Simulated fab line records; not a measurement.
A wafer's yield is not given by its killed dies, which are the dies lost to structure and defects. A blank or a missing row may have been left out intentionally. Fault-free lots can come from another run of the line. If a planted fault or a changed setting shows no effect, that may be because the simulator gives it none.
Split-lot experiment ; flow ritCmos ; on a route of 202 steps: 5 lots, 23 wafers read

## THE SPLIT ITSELF
At RIT_SDANNEAL_RTA_03 (time 5 s), the setting timeS was moved away from the recipe's 5 s on 4 of the 23 wafers read, by +11.4% to +14.4%. For the rest of the wafers, this setting stayed at what the recipe calls for.

## FROM SPLIT TO READING: 1 step shown by the file between the two
- RIT_SDANNEAL_RS_MEAS_04: measures by four-point-probe

## THE READING
PLDD_RS, in ohm/sq, at RIT_SDANNEAL_RS_MEAS_06 (measures by four-point-probe). Typical for fault-free wafers on this fab line: 178.5 ohm/sq, with standard deviation 0.51 ohm/sq.

wafer;tool, chamber at the split;timeS as run, s;against the recipe;PLDD_RS, ohm/sq;against lot-mates on the recipe
L075.1;rtpAnneal-02, 0;5;recipe;179.2;-
L075.2;rtpAnneal-02, 0;5;recipe;178.9;-
L075.3;rtpAnneal-02, 0;5;recipe;178.7;-
L075.4;rtpAnneal-02, 0;5;recipe;178.8;-
L075.5;rtpAnneal-02, 0;5;recipe;178.6;-
L077.2;rtpAnneal-02, 0;5;recipe;178.7;-
L077.5;rtpAnneal-02, 0;5;recipe;179.3;-
L077.6;rtpAnneal-02, 0;5;recipe;179.1;-
L078.1;rtpAnneal-01, 0;5;recipe;178.1;-
L078.2;rtpAnneal-01, 0;5;recipe;178.3;-
L078.3;rtpAnneal-01, 0;5;recipe;178.0;-
L078.5;rtpAnneal-01, 0;5;recipe;178.4;-
L078.6;rtpAnneal-01, 0;5;recipe;178.2;-
L079.2;rtpAnneal-02, 0;5.568;+11.4%;176.2;-1.6
L079.3;rtpAnneal-02, 0;5;recipe;177.9;-
L079.4;rtpAnneal-02, 0;5.568;+11.4%;176.3;-1.5
L079.5;rtpAnneal-02, 0;5;recipe;178.1;-
L079.6;rtpAnneal-02, 0;5;recipe;177.5;-
L085.1;rtpAnneal-02, 0;5.721;+14.4%;176.5;-2.4
L085.2;rtpAnneal-02, 0;5;recipe;179.0;-
L085.3;rtpAnneal-02, 0;5.721;+14.4%;176.8;-2.1
L085.5;rtpAnneal-02, 0;5;recipe;178.7;-
L085.6;rtpAnneal-02, 0;5;recipe;179.1;-

FIT RESULTS
A straight line over all 23 wafers: PLDD_RS changes by -0.159 ohm/sq for each +1% of timeS; r = -0.85; the points scatter about the line by 0.5 ohm/sq.
The same after taking each lot's own level away (the mean of its wafers on the recipe; 23 wafers): -0.151 ohm/sq for each +1%; r = -0.97; scatter 0.2 ohm/sq.
On that fit, the largest move of timeS shifts the reading by 2.2 ohm/sq.
Across the lots, their own levels run from 177.83 to 179.03 ohm/sq, a range of 2.4 times the standard deviation given above.
The two slopes agree, so the slope changes little with the lot-to-lot level.
Check: -2.07 ohm/sq against its lot-mates is what the line predicts for one of the wafers moved furthest among these (+14.4%) when that wafer is left out of the fit. Against them it came out at -2.43 ohm/sq.

## THE OTHER SPLITS THESE WAFERS WENT THROUGH
Other splits were also applied to these wafers ahead of the reading. Each is held against what the fit with the lots' levels taken away leaves over:
other split on the same wafers;wafers away from the commonest value;r with PLDD_RS (lot level and that fit taken away)
RIT_NLDD_IMPLANT_08 energyKev;11;-0.02

## THE WHOLE CHAIN: every reading that the file lists as answering this split, in the file's order
step;what it does;reading;change (the file's fit);r (the file's)
RIT_SDANNEAL_RS_MEAS_04;measures by four-point-probe;PSD_RS;-0.158 for each +1% of the setting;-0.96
RIT_SDANNEAL_RS_MEAS_06;measures by four-point-probe;PLDD_RS;-0.153 for each +1% of the setting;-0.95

## FILE'S OWN FIT
PLDD_RS changes by -0.153 ohm/sq for each +1% of timeS, r = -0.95.
